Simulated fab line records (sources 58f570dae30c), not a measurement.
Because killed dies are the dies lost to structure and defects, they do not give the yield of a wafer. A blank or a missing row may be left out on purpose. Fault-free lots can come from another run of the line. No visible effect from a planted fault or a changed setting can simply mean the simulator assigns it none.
Which tool was responsible? -- flow berkeley cmos170 -- 14 lots (42 wafers sampled), 1 step of a 331-step route

## WHAT THE GAUGES READ, wafer by wafer
UCB170_PWELL_THK_MEAS_03. Usual: for PWELL_OXIDE_THK the level is 26.1 nm and the standard deviation is 0.47.
lot,measured,on,PWELL_OXIDE_THK (nm),flag
L485,day 3 03:17,film metro-01,25.9 26.2 26.0,
L487,day 3 03:18,film metro-03,27.0 27.1 27.0,
L486,day 3 03:21,film metro-04,26.1 26.3 26.7,
L488,day 3 14:17,film metro-01,26.2 26.4 26.4,
L489,day 3 23:50,film metro-03,26.1 26.1 26.2,
L492,day 4 04:12,film metro-01,25.9 26.5 26.0,
L494,day 4 15:29,film metro-04,26.7 26.5 26.5,
L493,day 4 15:31,film metro-01,25.5 25.6 25.3,
L500,day 6 01:59,film metro-01,26.0 26.5 26.4,
L504,day 6 23:57,film metro-04,26.9 26.7 27.2,
L505,day 6 23:57,film metro-03,26.4 26.1 25.8,
L506,day 7 11:50,film metro-04,25.7 25.5 25.9,
L507,day 7 21:39,film metro-03,25.6 25.7 25.9,
L508,day 7 21:40,film metro-01,25.7 26.2 26.3,

## WHAT TOOL EACH LOT RAN ON (gives the tool, then ch and the chambers of the sampled wafers, and finally the start)
Record: no process step prior to these readings.

## AS READ BY THE TOOLS THEMSELVES (means over the sampled wafers that have a number; for cases with no such wafer, the mark the record gives instead)
The record holds no such reading with a usual standard deviation.

## THE ANSWER, worked out from the rows above alone
Rule: take the mean of a lot's wafers that have a number; if it is more than 3 standard deviations from the usual mean, the lot is off. A lot without any number at a reading at which 4 lots or more have one is off too. The other lots that the step has rows for count as sound. First the gauges in route order, then the tools' own readings, where a lot's mean is used as printed above. At the first step where some lot is off, the reading lying furthest off is the one used; lots without a number count as furthest.
No lot is off on any of the readings shown, so nothing can be concluded from this.

## WHAT THE SIMULATOR HAD INSERTED
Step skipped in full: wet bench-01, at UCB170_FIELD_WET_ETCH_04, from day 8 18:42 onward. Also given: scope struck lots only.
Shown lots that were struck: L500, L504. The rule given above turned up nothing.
